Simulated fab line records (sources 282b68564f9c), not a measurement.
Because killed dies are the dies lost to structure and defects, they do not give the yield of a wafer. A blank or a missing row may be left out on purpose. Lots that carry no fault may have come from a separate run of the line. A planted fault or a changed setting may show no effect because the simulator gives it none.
A lot that was struck, set against a sound lot -- flow rit_cmos -- 15 out of 202 route steps
Sound: wafers L180.1, L180.5, L180.6. Wafers struck: L184.2, L184.4, L184.6. Last of all comes the cause.
Per side, at each step with rows, come the tool, then ch with its chambers, and then its first start. Under that, the readings that differ: sound wafers -- struck wafers -- difference of the means -- sigmas: that difference in standard deviations of wafers without a fault.
alike: words and numbers the same on both sides, and readings whose means are apart by under 2 such deviations; not compared: readings that were withheld, readings missing a value for some wafer, numbers with overlapping values and no deviation given by the record, and bounds like >300 which may hide the same value.
Wherever a step has rows on one side only, a row that says differs or no value, or a row with sigmas, the two part there. Numbers that have no deviation but don't overlap get no sigmas and don't part them. Lack of a reading on every wafer of one side parts them only where that side has two or more wafers.

RIT_NLDD_TW_MEAS_10:
  sound on film_metro-03 at day 3 03:12; struck on film_metro-03 at day 3 22:50
  alike: NLDD_TW
then, 6 steps without rows for these wafers: RIT_PLDD_HMDS_00 (prime time 60 s); RIT_PLDD_COAT_01 (resist thk 1000 nm); RIT_PLDD_SOFTBAKE_02 (time 60 s); RIT_PLDD_EXPOSE_03 (exposes mask M8, target cd 40900 nm); RIT_PLDD_PEB_04; RIT_PLDD_DEVELOP_05 (develop time 50 s).
RIT_PLDD_OVL_MEAS_06:
  sound on overlay-02 at day 3 04:07; struck on overlay-01 at day 3 23:53
  alike: PLDD_OVL
then, 2 steps without rows for these wafers: RIT_PLDD_HARDBAKE_07 (time 60 s); RIT_PLDD_IMPLANT_08.
RIT_PLDD_STRIP_09: strips in O2, time 180 s.
  sound on plasma_asher-02 ch 0,1, day 3 04:31; struck on plasma_asher-04 ch 0,1, day 4 00:13
  alike: chamber_pressure_mTorr, drypump_motor_current_A
  not compared: rf_hours_counter_h
RIT_PLDD_TW_MEAS_10:
  sound on film_metro-01 at day 3 04:41; struck on film_metro-02 at day 4 00:24
  alike: PLDD_TW
RIT_SPACER_CLEAN_00: cleans in SC1, time 600 s.
  sound on wet_bench-02 ch 2, day 3 04:45; struck on wet_bench-02 ch 3, day 4 00:27
reading,sound,struck,difference,sigmas
run_length_s (s),626 626 626,670 670 670,+44,+12
then, 2 steps without rows for these wafers: RIT_SPACER_CLEAN_01 (cleans in dHF, time 30 s); RIT_M1_PROBE_99.

== WHERE THEY PART ==
Within this record, at RIT_SPACER_CLEAN_00 only.

WHY: whatever the simulator had introduced
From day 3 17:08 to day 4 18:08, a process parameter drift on wet_bench-02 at RIT_SPACER_CLEAN_00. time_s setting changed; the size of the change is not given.
